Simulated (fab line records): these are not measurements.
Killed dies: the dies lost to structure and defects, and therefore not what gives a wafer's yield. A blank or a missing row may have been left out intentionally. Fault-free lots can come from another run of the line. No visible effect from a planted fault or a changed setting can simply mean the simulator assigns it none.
A struck lot beside a sound one || flow rit_cmos || 23 out of 202 route steps
Sound: the wafers L396.1, L396.2, L396.5. The struck wafers were L400.3, L400.4, L400.6. The cause comes at the end.
Per side, at each step with rows, come the tool, then ch with its chambers, and then its first start. Under that, the readings that differ: sound wafers || struck wafers || difference of the means || sigmas: that difference in standard deviations of wafers without a fault.
alike: readings whose means differ by less than 2 such deviations, and words and numbers that are the same on both sides. not compared: withheld readings, readings that some wafer has no value for, bounds like >300 that may hide the same value, and numbers for which the record gives no deviation and whose values overlap.
The two part at a step that has a row with sigmas, a row that says differs or no value, or rows on one side only. Numbers that don't overlap but have no deviation are shown without sigmas and don't part them. A reading missing from all wafers of one side parts the sides only when that side holds two or more wafers.

RIT_SDANNEAL_RS_MEAS_06: the measuring method here is four-point-probe.
  struck on film_metro-02, day 6 01:00; sound on film_metro-03, day 5 03:42
  alike: PLDD_RS
RIT_SDANNEAL_RS_MEAS_07: the measuring method here is four-point-probe.
  struck on film_metro-02, day 6 01:07; sound on film_metro-03, day 5 03:49
{"reading": "NLDD_RS (ohm/sq)", "sound": "150.5 151.2 151.6", "struck": "152.1 152.5 152.2", "difference": "+1.2", "sigmas": "+2"}
then, 1 step without rows for these wafers: RIT_SILICIDE_WET_ETCH_00 (etches SiO2 in BOE, target depth 14 nm, time 15 s).
RIT_SILICIDE_SPUTTER_01: material Ti, target thk 30 nm, time 240 s.
  struck on pvd_sputter-03, day 6 01:13; sound on pvd_sputter-03, day 5 03:58
  alike: throttle_valve_pct
RIT_SILICIDE_RS_MEAS_02: the measuring method here is four-point-probe.
  struck on film_metro-04, day 6 01:24; sound on film_metro-02, day 5 04:07
  alike: SILICIDE_TI_RS
RIT_SILICIDE_THK_MEAS_03: measures by xrf.
  struck on film_metro-04, day 6 01:30; sound on film_metro-02, day 5 04:14
  alike: SILICIDE_TI_THK
RIT_SILICIDE_RTA_04: time 10 s, ramp up 5 s, ramp down 5 s.
  sound on rtp_anneal-02 ch 0, day 5 04:17; struck on rtp_anneal-02 ch 0, day 6 01:34
  alike: wafer_temp_C_max
then, 1 step without rows for these wafers: RIT_SILICIDE_WET_ETCH_05 (etches Ti in SPM, time 120 s).
RIT_SILICIDE_RTA_06: time 10 s, ramp up 5 s, ramp down 10 s.
  sound on rtp_anneal-01 ch 0, day 5 04:23; struck on rtp_anneal-01 ch 0, day 6 01:40
  alike: wafer_temp_C_max
RIT_CONTACT_CVD_00: deposits SiO2 from TEOS, target thk 400 nm, time 61 s.
  sound on pecvd-04 ch 0,1, day 5 04:28; struck on pecvd-03 ch 0,1,2, day 6 01:43
  alike: heater_power_w
RIT_CONTACT_THK_MEAS_01:
  struck on film_metro-02, day 6 01:47; sound on film_metro-03, day 5 04:31
  alike: CONTACT_TEOS_THK
then, 1 step without rows for these wafers: RIT_CONTACT_HMDS_02 (prime time 60 s).
RIT_CONTACT_COAT_03: resist thk 1000 nm.
  sound on litho_track-03 ch 0, day 5 04:43; struck on litho_track-03 ch 0, day 6 02:02
{"reading": "model.NOVOLAK_of_CONTACT_COAT_03.thk_nm (nm)", "sound": "997.7 997.3 999.9", "struck": "889 889.3 887.6", "difference": -110, "sigmas": ""}
then, 3 steps without rows for these wafers: RIT_CONTACT_SOFTBAKE_04 (time 60 s); RIT_CONTACT_EXPOSE_05 (exposes mask M11, target cd 1000 nm); RIT_CONTACT_PEB_06.
RIT_CONTACT_DEVELOP_07: develop time 123.9 s.
  sound on litho_track-01 ch 0; struck on litho_track-04 ch 0
{"reading": "developer_temp_C (C)", "sound": "22.75 22.86 22.87", "struck": "23.08 23.30 22.94", "difference": "+0.28", "sigmas": "+3"}
{"reading": "model.CONTACT.cd_nm (nm)", "sound": "1002 1002 1001", "struck": "1008 1007 1008", "difference": "+6", "sigmas": ""}
RIT_CONTACT_CD_MEAS_08: the cd target is 1000 nm.
  struck on cd_sem-01, day 6 02:58; sound on cd_sem-02, day 5 05:34
{"reading": "cd_nm (nm)", "sound": "1001.6 1001.4 1001.4", "struck": "1008.1 1006.5 1008.1", "difference": "+6.1", "sigmas": "+3"}
RIT_CONTACT_OVL_MEAS_09:
  struck on overlay-02, day 6 03:03; sound on overlay-01, day 5 05:41
  alike: CONTACT_OVL
then, 1 step without rows for these wafers: RIT_CONTACT_HARDBAKE_10 (time 60 s).
RIT_CONTACT_ETCH_11: etches SiO2 in CHF3/CF4/Ar, stops on TiSi2, target depth 480 nm, time 320 s.
  sound on rie_diel-03 ch 1,2,3, day 5 05:53; struck on rie_diel-03 ch 1,2,3, day 6 03:14
{"reading": "model.NOVOLAK_of_CONTACT_COAT_03.thk_nm (nm)", "sound": "766.9 767.2 770.8", "struck": "672.1 672.6 671.1", "difference": -96.4, "sigmas": ""}
{"reading": "model.CONTACT.cd_nm (nm)", "sound": "1001 1002 1001", "struck": "1008 1007 1008", "difference": "+6", "sigmas": ""}
  alike: CHF3_flow_sccm, drypump_motor_current_A, oes_product_au, throttle_valve_pct
  not compared: rf_hours_counter_h
RIT_CONTACT_STRIP_12: strips in O2, time 180 s.
  sound on plasma_asher-03 ch 0,1, day 5 06:04; struck on plasma_asher-03 ch 0,1, day 6 03:29
  alike: drypump_motor_current_A, o2_flow_sccm
  not compared: rf_hours_counter_h
RIT_M1_PROBE_99:
  struck on prober-02, day 6 08:57; sound on prober-02, day 5 11:18
{"reading": "model.etest.contact_to_gate.bv_left_v (V)", "sound": "89.88 92.35 92.19", "struck": "86.92 86.38 88.43", "difference": -4.23, "sigmas": ""}
  alike: killed_at_front_end, killed_dies, killed_open, killed_short
  not compared: model.etest.contact_to_gate.bv_right_v

== WHERE THEY PART ==
Earliest at RIT_SDANNEAL_RS_MEAS_07; latest, in this record, at RIT_CONTACT_CD_MEAS_08. Later steps at which nothing parts them and some readings are alike: RIT_CONTACT_OVL_MEAS_09, RIT_CONTACT_ETCH_11, RIT_CONTACT_STRIP_12, RIT_M1_PROBE_99.

WHY: what had been put in by the simulator
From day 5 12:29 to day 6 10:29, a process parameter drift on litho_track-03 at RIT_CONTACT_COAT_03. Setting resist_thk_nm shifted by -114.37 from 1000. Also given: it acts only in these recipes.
